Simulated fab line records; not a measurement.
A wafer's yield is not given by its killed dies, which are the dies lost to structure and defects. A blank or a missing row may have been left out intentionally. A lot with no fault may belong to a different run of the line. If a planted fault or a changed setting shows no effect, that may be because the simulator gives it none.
fab line records	flow rit_cmos
record lots=14	wafers=42	last_day=7
route steps=202 shown PWELL@41 NLDD@111 SDANNEAL@156 M1@201
lots that met no fault: from a run of the same line without faults
start_h: hours from the record's first day to the start of the lot's first wafer shown	wait_h: how many hours have passed since the lot's step before this one	" identical to the entry in the row above	L1.1+2: one row covering several wafers at once	- value missing, or start not given	* or withheld: withheld	< > ~ a bound
route shown NAME@n: NAME is a module with steps in the file, n the number in the route of the first one	usual: average and standard deviation across the fault-free wafers	same: alike in all rows	chamber/n: place in a boat	sites: each site's reading	_std_site: their standard deviation	_edge_site: mean of outer sites minus mean of inner sites	radius_mm: how far each site lies from the wafer's centre	mask NAME#n: copy n	behind: tool/chamber where the wafer was last shaped	hold: why the lot went on hold/how many hours it stayed there/how the hold came to an end	device: names the non-switching transistor (n, p or np)	end of line: the route-end tests of the same wafers	step lacking rows: just its recipe	killed: the dies lost at the first sort to structure and to defects; this is not the yield of the wafer	map: dies across one wafer; x = killed, . = not, _ = none there
set.NAME: the run value of the setting; set.NAME@STEP: its run value at that earlier step	model.NAME: the simulator's own value behind a step, which no gauge read
route steps across a sampled set of lots; one table per step, one row per wafer
services: from which hour (start_h, from the record's first day; less than 0 if before it) a tool's chamber was out of use, for how many hours, and why
## steps
# step RIT_PWELL_SOFTBAKE_02
# recipe resist=NOVOLAK	temp_c=90	time_s=61.06
# usual chill_plate_temp_C=22.95/0.1	heater_power_total_W=34.51/0.047	plate_sensor_t_centre_C=90.97/0.0088	plate_sensor_t_edge_C=91.020/0.0092
lot.wafer	tool	chamber	start_h	wait_h	chill_plate_temp_C	heater_power_total_W	plate_sensor_t_centre_C	plate_sensor_t_edge_C
L834.3	litho_track-03	0	27.75	0.1	22.96	34.49	90.995	91.022
L834.4	"	0	"	"	23.10	34.56	90.967	91.008
L834.5	"	0	"	"	23.00	34.44	90.973	91.029
L835.1	litho_track-03	0	32.69	0.1	22.88	34.56	90.95	91.026
L835.2	"	0	"	"	23.00	34.49	90.967	91.019
L835.6	"	0	"	"	23.03	34.58	90.96	91.034
L837.1	litho_track-02	0	42.04	0.1	22.84	34.53	90.98	91.018
L837.4	"	0	"	"	23.09	34.46	90.982	91.017
L837.5	"	0	"	"	23.17	34.59	90.964	91.024
L841.2	litho_track-01	0	61.84	0.1	22.90	34.39	90.97	91.028
L841.3	"	0	"	"	23.10	34.56	90.956	91.032
L841.5	"	0	"	"	22.93	34.57	90.974	91.009
L843.1	litho_track-02	0	76.01	0.1	23.17	34.49	90.957	91.025
L843.4	"	0	"	"	22.93	34.57	90.966	91.023
L843.6	"	0	"	"	22.98	34.59	90.979	91.039
L844.2	litho_track-03	0	79.79	0.1	23.10	34.55	90.964	91.005
L844.5	"	0	"	"	22.94	34.42	90.967	91.029
L844.6	"	0	"	"	22.78	34.52	90.962	91.016
L845.4	litho_track-03	0	84.83	0.1	23.11	34.43	90.98	91.020
L845.5	"	0	"	"	23.02	34.51	90.972	91.009
L845.6	"	0	"	"	22.85	34.49	90.96	91.003
L846.1	litho_track-01	0	87.68	0.1	22.89	34.56	90.978	91.014
L846.4	"	0	"	"	23.04	34.45	90.974	91.000
L846.6	"	0	"	"	23.00	34.47	90.961	91.021
L848.1	litho_track-02	0	97.33	0.1	23.07	34.43	90.976	91.026
L848.5	"	0	"	"	22.83	34.55	90.963	91.020
L848.6	"	0	"	"	22.94	34.56	90.958	91.023
L850.2	litho_track-02	0	109.19	0.1	22.76	34.47	90.966	91.023
L850.3	"	0	"	"	22.80	34.57	90.968	91.011
L850.6	"	0	"	"	22.90	34.53	90.971	91.015
L851.3	litho_track-01	0	116.42	0.1	22.73	34.49	90.989	91.016
L851.4	"	0	"	"	22.75	34.52	90.982	91.034
L851.5	"	0	"	"	22.87	34.51	90.989	91.021
L852.2	litho_track-02	0	118.26	0.1	23.07	34.56	90.965	91.026
L852.3	"	0	"	"	22.91	34.47	90.973	91.026
L852.4	"	0	"	"	23.07	34.53	90.974	91.006
L855.2	litho_track-01	0	136.54	0.1	22.96	34.48	90.977	91.020
L855.3	"	0	"	"	22.96	34.54	90.978	91.011
L855.5	"	0	"	"	23.10	34.49	90.965	91.007
L856.1	litho_track-02	0	137.37	0.1	22.80	34.55	90.963	91.020
L856.3	"	0	"	"	22.87	34.50	90.955	91.009
L856.4	"	0	"	"	22.95	34.43	90.965	91.003
# step RIT_NLDD_IMPLANT_08
# recipe species=P	energy_kev=20	dose_cm2=5e+14	tilt_deg=7
# usual dose_ions_cm2=5e+14/5e+11	faraday_current_uA=1572/30
lot.wafer	tool	chamber	start_h	wait_h	dose_ions_cm2	faraday_current_uA
L834.3	implanter-04	0	49.58	0.1	4.999e+14	1604
L834.4	"	0	"	"	5.002e+14	1638
L834.5	"	0	"	"	5.003e+14	1581
L835.1	implanter-01	0	53.38	0.1	5.008e+14	1543
L835.2	"	0	"	"	4.997e+14	1567
L835.6	"	0	"	"	4.995e+14	1559
L837.1	implanter-02	0	62.56	0.1	5.002e+14	1544
L837.4	"	0	"	"	4.999e+14	1497
L837.5	"	0	"	"	5.007e+14	1576
L841.2	implanter-04	0	82.18	0.1	5e+14	1593
L841.3	"	0	"	"	5e+14	1581
L841.5	"	0	"	"	4.998e+14	1529
L843.1	implanter-04	0	97.64	0.1	5.008e+14	1635
L843.4	"	0	"	"	5.01e+14	1610
L843.6	"	0	"	"	5.01e+14	1542
L844.2	implanter-04	0	102.05	0.1	4.996e+14	1615
L844.5	"	0	"	"	4.99e+14	1599
L844.6	"	0	"	"	4.999e+14	1552
L845.4	implanter-02	0	105.72	0.1	5.001e+14	1630
L845.5	"	0	"	"	5.008e+14	1525
L845.6	"	0	"	"	5.001e+14	1564
L846.1	implanter-04	0	113.41	0.1	4.999e+14	1543
L846.4	"	0	"	"	5e+14	1561
L846.6	"	0	"	"	4.998e+14	1565
L848.1	implanter-04	0	118.85	0.1	4.999e+14	1534
L848.5	"	0	"	"	4.997e+14	1571
L848.6	"	0	"	"	5.002e+14	1574
L850.2	implanter-04	0	134.07	0.1	4.997e+14	1576
L850.3	"	0	"	"	5.001e+14	1518
L850.6	"	0	"	"	5.001e+14	1577
L852.2	implanter-02	0	139.30	0.1	7.089e+14	2191
L852.3	"	0	"	"	7.09e+14	2188
L852.4	"	0	"	"	7.1e+14	2236
L851.3	implanter-01	0	139.57	0.1	4.995e+14	1583
L851.4	"	0	"	"	4.994e+14	1525
L851.5	"	0	"	"	4.995e+14	1562
L856.1	implanter-02	0	161.17	0.1	7.098e+14	2194
L856.3	"	0	"	"	7.091e+14	2205
L856.4	"	0	"	"	7.107e+14	2148
L855.2	implanter-04	0	161.43	0.1	5e+14	1567
L855.3	"	0	"	"	4.996e+14	1545
L855.5	"	0	"	"	5.001e+14	1632
# step RIT_NLDD_TW_MEAS_10
# usual NLDD_TW=2499/16
lot.wafer	tool	chamber	start_h	wait_h	hold	NLDD_TW
L834.3	film_metro-02	-	49.87	0.1	-	2486
L834.4	"	-	"	"	-	2495
L834.5	"	-	"	"	-	2481
L835.1	film_metro-04	-	53.70	0.1	-	2520
L835.2	"	-	"	"	-	2518
L835.6	"	-	"	"	-	2506
L837.1	film_metro-03	-	62.89	0.1	-	2501
L837.4	"	-	"	"	-	2486
L837.5	"	-	"	"	-	2504
L841.2	film_metro-04	-	82.49	0.1	-	2502
L841.3	"	-	"	"	-	2533
L841.5	"	-	"	"	-	2527
L843.1	film_metro-04	-	97.97	0.1	-	2504
L843.4	"	-	"	"	-	2518
L843.6	"	-	"	"	-	2508
L844.2	film_metro-04	-	102.36	0.1	-	2491
L844.5	"	-	"	"	-	2491
L844.6	"	-	"	"	-	2519
L845.4	film_metro-04	-	106.00	0.1	-	2495
L845.5	"	-	"	"	-	2514
L845.6	"	-	"	"	-	2499
L846.1	film_metro-02	-	113.73	0.1	-	2485
L846.4	"	-	"	"	-	2489
L846.6	"	-	"	"	-	2471
L848.1	film_metro-02	-	119.17	0.1	-	2489
L848.5	"	-	"	"	-	2490
L848.6	"	-	"	"	-	2493
L850.2	film_metro-02	-	134.38	0.1	-	2471
L850.3	"	-	"	"	-	2492
L850.6	"	-	"	"	-	2493
L852.2	film_metro-04	-	139.61	0.1	await_dispo/0.2h/release	2733
L852.3	"	-	"	"	await_dispo/0.2h/release	2731
L852.4	"	-	"	"	await_dispo/0.2h/release	2740
L852.2	film_metro-04	-	139.84	0.2	-	2742
L852.3	"	-	"	"	-	2739
L852.4	"	-	"	"	-	2725
L851.3	film_metro-02	-	139.86	0.1	-	2495
L851.4	"	-	"	"	-	2485
L851.5	"	-	"	"	-	2496
L856.1	film_metro-03	-	161.49	0.1	await_dispo/0.2h/release	2734
L856.3	"	-	"	"	await_dispo/0.2h/release	2713
L856.4	"	-	"	"	await_dispo/0.2h/release	2720
L856.1	film_metro-03	-	161.72	0.2	-	2730
L856.3	"	-	"	"	-	2716
L856.4	"	-	"	"	-	2733
L855.2	film_metro-02	-	161.74	0.1	-	2469
L855.3	"	-	"	"	-	2482
L855.5	"	-	"	"	-	2490
# step RIT_SDANNEAL_RTA_03
# recipe temp_c=1050	time_s=5	idle_temp_c=600	ramp_up_c_per_s=342	ramp_down_c_per_s=171	cool_to_c=600	ambient=N2
# usual wafer_temp_C_max=1053.4/1.3
lot.wafer	tool	chamber	start_h	wait_h	wafer_temp_C_max
L834.3	rtp_anneal-01	0	57.67	0.0	1052.1
L834.4	"	0	"	"	1053.8
L834.5	"	0	"	"	1053.0
L835.1	rtp_anneal-02	0	61.18	0.0	1055.0
L835.2	"	0	"	"	1054.2
L835.6	"	0	"	"	1052.7
L837.1	rtp_anneal-02	0	71.24	0.0	1054.2
L837.4	"	0	"	"	1051.5
L837.5	"	0	"	"	1051.3
L841.2	rtp_anneal-02	0	91.12	0.0	1053.4
L841.3	"	0	"	"	1054.6
L841.5	"	0	"	"	1051.7
L843.1	rtp_anneal-02	0	105.40	0.0	1052.0
L843.4	"	0	"	"	1054.0
L843.6	"	0	"	"	1053.0
L844.2	rtp_anneal-01	0	110.76	0.0	1052.1
L844.5	"	0	"	"	1054.1
L844.6	"	0	"	"	1053.2
L845.4	rtp_anneal-02	0	113.47	0.0	1053.3
L845.5	"	0	"	"	1051.9
L845.6	"	0	"	"	1055.3
L846.1	rtp_anneal-01	0	121.58	0.0	1051.7
L846.4	"	0	"	"	1051.1
L846.6	"	0	"	"	1054.5
L848.1	rtp_anneal-01	0	127.01	0.0	1053.8
L848.5	"	0	"	"	1051.8
L848.6	"	0	"	"	1053.6
L850.2	rtp_anneal-01	0	141.89	0.0	1054.7
L850.3	"	0	"	"	1053.4
L850.6	"	0	"	"	1054.7
L851.3	rtp_anneal-01	0	147.69	0.0	1052.7
L851.4	"	0	"	"	1053.1
L851.5	"	0	"	"	1054.5
L852.2	rtp_anneal-02	0	157.03	0.0	1053.0
L852.3	"	0	"	"	1052.9
L852.4	"	0	"	"	1057.3
L855.2	rtp_anneal-01	0	169.34	0.0	1054.1
L855.3	"	0	"	"	1051.6
L855.5	"	0	"	"	1056.4
L856.1	rtp_anneal-02	0	173.22	0.0	1053.3
L856.3	"	0	"	"	1052.7
L856.4	"	0	"	"	1053.4
# step RIT_SDANNEAL_RS_MEAS_07
# recipe thk_meas_gauge=four-point-probe
# usual NLDD_RS=151.6/0.42
lot.wafer	tool	chamber	start_h	wait_h	hold	NLDD_RS[ohm/sq]
L834.3	film_metro-02	-	58.11	0.1	-	151.6
L834.4	"	-	"	"	-	151.8
L834.5	"	-	"	"	-	151.8
L835.1	film_metro-03	-	61.60	0.1	-	151.0
L835.2	"	-	"	"	-	150.8
L835.6	"	-	"	"	-	151.0
L837.1	film_metro-02	-	71.72	0.1	-	151.4
L837.4	"	-	"	"	-	152.4
L837.5	"	-	"	"	-	152.2
L841.2	film_metro-03	-	91.60	0.1	-	151.4
L841.3	"	-	"	"	-	151.2
L841.5	"	-	"	"	-	151.1
L843.1	film_metro-03	-	105.82	0.1	-	151.8
L843.4	"	-	"	"	-	151.6
L843.6	"	-	"	"	-	151.9
L844.2	film_metro-03	-	111.19	0.1	-	152.5
L844.5	"	-	"	"	-	151.8
L844.6	"	-	"	"	-	151.5
L845.4	film_metro-04	-	113.92	0.1	-	152.0
L845.5	"	-	"	"	-	151.5
L845.6	"	-	"	"	-	151.5
L846.1	film_metro-03	-	121.99	0.1	-	151.6
L846.4	"	-	"	"	-	151.1
L846.6	"	-	"	"	-	151.9
L848.1	film_metro-04	-	127.43	0.1	-	152.5
L848.5	"	-	"	"	-	152.3
L848.6	"	-	"	"	-	151.9
L850.2	film_metro-04	-	142.32	0.1	-	151.7
L850.3	"	-	"	"	-	151.3
L850.6	"	-	"	"	-	151.9
L851.3	film_metro-03	-	148.13	0.1	-	152.1
L851.4	"	-	"	"	-	151.4
L851.5	"	-	"	"	-	151.9
L852.2	film_metro-04	-	157.46	0.1	await_dispo/0.2h/release	113.8
L852.3	"	-	"	"	await_dispo/0.2h/release	113.9
L852.4	"	-	"	"	await_dispo/0.2h/release	114.1
L852.2	film_metro-04	-	157.75	0.3	-	114.1
L852.3	"	-	"	"	-	113.8
L852.4	"	-	"	"	-	113.7
L855.2	film_metro-03	-	169.77	0.1	-	151.4
L855.3	"	-	"	"	-	150.9
L855.5	"	-	"	"	-	151.2
L856.1	film_metro-04	-	173.71	0.1	await_dispo/0.2h/release	113.7
L856.3	"	-	"	"	await_dispo/0.2h/release	114.0
L856.4	"	-	"	"	await_dispo/0.2h/release	114.0
L856.1	film_metro-04	-	174.00	0.3	-	114.2
L856.3	"	-	"	"	-	113.9
L856.4	"	-	"	"	-	113.8
# step RIT_M1_BOW_MEAS_16
# recipe mode=bow
# usual M1_BOW=17/6.2
lot.wafer	tool	chamber	start_h	wait_h	M1_BOW[um]
L834.3	film_metro-03	-	65.34	0.0	5
L834.4	"	-	"	"	28
L834.5	"	-	"	"	31
L835.1	film_metro-02	-	69.05	0.0	22
L835.2	"	-	"	"	24
L835.6	"	-	"	"	25
L837.1	film_metro-02	-	78.76	0.0	13
L837.4	"	-	"	"	9
L837.5	"	-	"	"	20
L841.2	film_metro-04	-	99.82	0.0	17
L841.3	"	-	"	"	29
L841.5	"	-	"	"	27
L843.1	film_metro-03	-	112.73	0.0	16
L843.4	"	-	"	"	6
L843.6	"	-	"	"	17
L844.2	film_metro-02	-	118.41	0.0	26
L844.5	"	-	"	"	16
L844.6	"	-	"	"	16
L845.4	film_metro-03	-	120.97	0.1	21
L845.5	"	-	"	"	18
L845.6	"	-	"	"	16
L846.1	film_metro-03	-	128.80	0.0	20
L846.4	"	-	"	"	14
L846.6	"	-	"	"	27
L848.1	film_metro-04	-	135.34	0.0	11
L848.5	"	-	"	"	11
L848.6	"	-	"	"	24
L850.2	film_metro-03	-	149.44	0.0	9
L850.3	"	-	"	"	24
L850.6	"	-	"	"	13
L851.3	film_metro-03	-	155.46	0.0	13
L851.4	"	-	"	"	12
L851.5	"	-	"	"	22
L855.2	film_metro-04	-	178.13	0.0	2
L855.3	"	-	"	"	19
L855.5	"	-	"	"	17
# step RIT_M1_PROBE_99
# usual defect_limited_yield=97.3/1.1	killed_at_contacts=0.1/0.28	killed_at_front_end=7.0/2.9	killed_dies=7.0/2.9	killed_open=3.4/2.1	killed_short=3.6/1.7
# same gross_dies=264	killed_at_M0_to_M3=0	killed_at_M4_up=0	killed_at_back_side=0	killed_at_other=0
lot.wafer	tool	chamber	start_h	wait_h	defect_limited_yield[%]	killed_at_contacts	killed_at_front_end	killed_dies	killed_open	killed_short
L834.3	prober-01	-	65.52	0.2	94.7	0	14	14	7	7
L834.4	prober-01	-	65.57	0.2	97.7	1	5	6	2	4
L834.5	prober-01	-	65.62	0.2	98.5	0	4	4	0	4
L835.1	prober-02	-	69.17	0.1	97.3	1	6	7	2	5
L835.2	prober-02	-	69.22	0.1	98.1	0	5	5	3	2
L835.6	prober-02	-	69.42	0.2	98.1	1	4	5	2	3
L837.1	prober-02	-	78.88	0.1	97.0	0	8	8	4	4
L837.4	prober-02	-	79.03	0.2	97.0	0	8	8	4	4
L837.5	prober-02	-	79.08	0.2	97.0	0	8	8	4	4
L841.2	prober-01	-	99.97	0.1	98.1	1	4	5	2	3
L841.3	prober-01	-	100.02	0.2	97.3	0	7	7	1	6
L841.5	prober-01	-	100.12	0.2	97.7	0	6	6	4	2
L843.1	prober-01	-	112.85	0.1	99.6	0	1	1	0	1
L843.4	prober-01	-	113.00	0.2	97.0	0	8	8	5	3
L843.6	prober-01	-	113.10	0.2	96.2	0	10	10	8	2
L844.2	prober-02	-	118.56	0.1	97.3	0	7	7	0	7
L844.5	prober-02	-	118.71	0.2	97.7	0	6	6	3	3
L844.6	prober-02	-	118.76	0.2	96.2	0	10	10	5	5
L845.4	prober-01	-	121.18	0.2	96.2	0	10	10	3	7
L845.5	prober-01	-	121.23	0.2	96.6	0	9	9	4	5
L845.6	prober-01	-	121.28	0.2	95.8	0	11	11	4	7
L846.1	prober-02	-	128.92	0.1	98.9	0	3	3	1	2
L846.4	prober-02	-	129.07	0.2	95.8	1	10	11	6	5
L846.6	prober-02	-	129.17	0.2	98.9	0	3	3	0	3
L848.1	prober-02	-	135.46	0.1	95.1	0	13	13	9	4
L848.5	prober-02	-	135.66	0.2	97.0	0	8	8	3	5
L848.6	prober-02	-	135.71	0.2	97.3	0	7	7	4	3
L850.2	prober-02	-	149.59	0.1	97.3	0	7	7	5	2
L850.3	prober-02	-	149.64	0.2	97.7	0	6	6	3	3
L850.6	prober-02	-	149.79	0.2	95.5	0	12	12	4	8
L851.3	prober-02	-	155.64	0.2	98.5	0	4	4	1	3
L851.4	prober-02	-	155.69	0.2	98.5	0	4	4	1	3
L851.5	prober-02	-	155.74	0.2	96.6	0	9	9	4	5
L855.2	prober-02	-	178.28	0.1	96.6	0	9	9	5	4
L855.3	prober-02	-	178.33	0.2	97.7	0	6	6	3	3
L855.5	prober-02	-	178.43	0.2	98.9	0	3	3	0	3
# killed by level:class
L834.3 REOX:geometric_particle:open=3 REOX:geometric_particle:short=3 GATE:geometric_particle:short=2 SILICIDE:geometric_particle:open=2 FOX2:geometric_particle:open=1 GATE:geometric_particle:open=1 SPACER:geometric_particle:short=1 SILICIDE:geometric_particle:short=1
L834.4 GATE:geometric_particle:open=2 GATE:geometric_particle:short=1 SPACER:geometric_particle:short=1 SILICIDE:geometric_particle:short=1 CONTACT:geometric_particle:short=1
L834.5 SILICIDE:geometric_particle:short=2 GATE:geometric_particle:short=1 SPACER:geometric_particle:short=1
L835.1 GATE:geometric_particle:short=2 SPACER:geometric_particle:short=2 FOX1:geometric_particle:open=1 FOX1:geometric_particle:short=1 CONTACT:geometric_particle:open=1
L835.2 FOX1:geometric_particle:open=1 GATE:geometric_particle:short=1 GATE:geometric_particle:open=1 REOX:geometric_particle:open=1 SPACER:geometric_particle:short=1
L835.6 GATE:geometric_particle:short=2 FOX1:geometric_particle:open=1 SPACER:geometric_particle:short=1 CONTACT:geometric_particle:open=1
L837.1 GATE:geometric_particle:short=3 FOX1:geometric_particle:open=1 FOX2:geometric_particle:open=1 GATE:geometric_particle:open=1 REOX:geometric_particle:open=1 SPACER:geometric_particle:short=1
L837.4 FOX2:geometric_particle:open=2 FOX1:geometric_particle:short=1 GATE:geometric_particle:open=1 GATE:geometric_particle:short=1 SPACER:geometric_particle:short=1 SILICIDE:geometric_particle:open=1 SILICIDE:geometric_particle:short=1
L837.5 REOX:geometric_particle:short=2 FOX1:geometric_particle:open=1 GATE:geometric_particle:short=1 GATE:geometric_particle:open=1 REOX:geometric_particle:open=1 SILICIDE:geometric_particle:short=1 SILICIDE:geometric_particle:open=1
L841.2 GATE:geometric_particle:short=2 GATE:geometric_particle:open=1 SPACER:geometric_particle:short=1 CONTACT:geometric_particle:open=1
L841.3 GATE:geometric_particle:short=2 SILICIDE:geometric_particle:short=2 FOX1:geometric_particle:short=1 GATE:geometric_particle:open=1 REOX:geometric_particle:short=1
L841.5 GATE:geometric_particle:open=3 SPACER:geometric_particle:short=2 SPACER:geometric_particle:open=1
L843.1 REOX:geometric_particle:short=1
L843.4 FOX2:geometric_particle:open=2 GATE:geometric_particle:open=2 GATE:geometric_particle:short=2 SPACER:geometric_particle:short=1 SPACER:geometric_particle:open=1
L843.6 GATE:geometric_particle:open=5 REOX:geometric_particle:open=2 FOX1:geometric_particle:short=1 GATE:geometric_particle:short=1 SILICIDE:geometric_particle:open=1
L844.2 GATE:geometric_particle:short=4 SPACER:geometric_particle:short=2 FOX1:geometric_particle:short=1
L844.5 SILICIDE:geometric_particle:short=2 FOX1:geometric_particle:open=1 GATE:geometric_particle:short=1 GATE:geometric_particle:open=1 SILICIDE:geometric_particle:open=1
L844.6 FOX1:geometric_particle:short=3 FOX1:geometric_particle:open=2 FOX2:geometric_particle:short=2 GATE:geometric_particle:open=2 SPACER:geometric_particle:open=1
L845.4 REOX:geometric_particle:short=3 GATE:geometric_particle:short=2 SILICIDE:geometric_particle:open=2 SPACER:geometric_particle:short=1 GATE:geometric_particle:open=1 SILICIDE:geometric_particle:short=1
L845.5 GATE:geometric_particle:open=3 GATE:geometric_particle:short=2 SILICIDE:geometric_particle:short=2 REOX:geometric_particle:short=1 SILICIDE:geometric_particle:open=1
L845.6 GATE:geometric_particle:short=5 GATE:geometric_particle:open=3 SILICIDE:geometric_particle:short=2 FOX1:geometric_particle:open=1
L846.1 GATE:geometric_particle:open=1 GATE:geometric_particle:short=1 REOX:geometric_particle:short=1
L846.4 SPACER:geometric_particle:open=2 SILICIDE:geometric_particle:short=2 FOX2:geometric_particle:short=1 GATE:geometric_particle:short=1 GATE:geometric_particle:open=1 REOX:geometric_particle:open=1 REOX:geometric_particle:short=1 SILICIDE:geometric_particle:open=1
L846.6 SILICIDE:geometric_particle:short=2 REOX:geometric_particle:short=1
L848.1 GATE:geometric_particle:open=5 REOX:geometric_particle:short=2 ACTIVE:geometric_particle:short=1 FOX1:geometric_particle:open=1 FOX2:geometric_particle:open=1 GATE:geometric_particle:short=1 REOX:geometric_particle:open=1 SPACER:geometric_particle:open=1
L848.5 GATE:geometric_particle:short=2 SILICIDE:geometric_particle:open=2 FOX1:geometric_particle:short=1 SPACER:geometric_particle:short=1 SPACER:geometric_particle:open=1 SILICIDE:geometric_particle:short=1
L848.6 GATE:geometric_particle:short=3 GATE:geometric_particle:open=2 SPACER:geometric_particle:open=1 SILICIDE:geometric_particle:open=1
L850.2 REOX:geometric_particle:open=2 FOX2:geometric_particle:open=1 GATE:geometric_particle:open=1 REOX:geometric_particle:short=1 SPACER:geometric_particle:open=1 SILICIDE:geometric_particle:short=1
L850.3 GATE:geometric_particle:short=2 REOX:geometric_particle:open=2 GATE:geometric_particle:open=1 REOX:geometric_particle:short=1
L850.6 FOX2:geometric_particle:short=2 GATE:geometric_particle:short=2 SPACER:geometric_particle:short=2 SILICIDE:geometric_particle:open=2 FOX1:geometric_particle:open=1 GATE:geometric_particle:open=1 REOX:geometric_particle:short=1 SILICIDE:geometric_particle:short=1
L851.3 FOX1:geometric_particle:short=1 FOX2:geometric_particle:short=1 REOX:geometric_particle:open=1 REOX:geometric_particle:short=1
L851.4 FOX1:geometric_particle:short=1 FOX2:geometric_particle:short=1 GATE:geometric_particle:short=1 GATE:geometric_particle:open=1
L851.5 GATE:geometric_particle:open=2 GATE:geometric_particle:short=2 FOX1:geometric_particle:short=1 FOX1:geometric_particle:open=1 FOX2:geometric_particle:open=1 FOX2:geometric_particle:short=1 SPACER:geometric_particle:short=1
L855.2 FOX2:geometric_particle:open=2 FOX2:geometric_particle:short=2 GATE:geometric_particle:short=1 REOX:geometric_particle:open=1 SPACER:geometric_particle:open=1 SPACER:geometric_particle:short=1 SILICIDE:geometric_particle:open=1
L855.3 FOX2:geometric_particle:open=2 FOX2:geometric_particle:short=1 GATE:geometric_particle:short=1 GATE:geometric_particle:open=1 SILICIDE:geometric_particle:short=1
L855.5 GATE:geometric_particle:short=3
## services
tool	chamber	start_h	hours	kind
implanter-02	-	77.63	4.7	pm
implanter-01	-	83.95	2.6	repair
implanter-01	-	98.97	9.8	pm
implanter-04	-	103.76	3.6	repair
implanter-01	-	109.36	2.9	pm
implanter-01	-	115.36	5.5	repair
implanter-02	-	116.55	1.8	repair
rtp_anneal-01	-	127.36	5.4	pm
## key
first_sign step=RIT_NLDD_IMPLANT_08	reading=dose_ions_cm2	direction=up	sigmas=99+	usual=5e+14	struck=7.096e+14
effect step=RIT_NLDD_IMPLANT_08	reading=faraday_current_uA	direction=up	sigmas=21	usual=1572	struck=2194
effect step=RIT_NLDD_TW_MEAS_10	reading=visit	direction=added
effect step=RIT_NLDD_TW_MEAS_10	reading=NLDD_TW	direction=up	sigmas=14	usual=2499	struck=2729
effect step=RIT_SDANNEAL_RS_MEAS_07	reading=NLDD_RS	direction=down	sigmas=89	usual=151.6	struck=113.9
met_at RIT_NLDD_IMPLANT_08
struck_lots L852,L856
scrapped_behind RIT_SDANNEAL_RS_MEAS_07 L852.2,L852.3,L852.4,L856.1,L856.3,L856.4
not_acting_at RIT_PWELL_SOFTBAKE_02,RIT_SDANNEAL_RTA_03,RIT_M1_BOW_MEAS_16
onset_between 105.72 139.30
fault kind=process_parameter_drift	tool=implanter-02	chamber=-	onset_h=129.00	steps=RIT_NLDD_IMPLANT_08	channel=dose_cm2	offset=2.1e+14	shape=step	end_h=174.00	acts_in=these_recipes_only	stated=5e+14
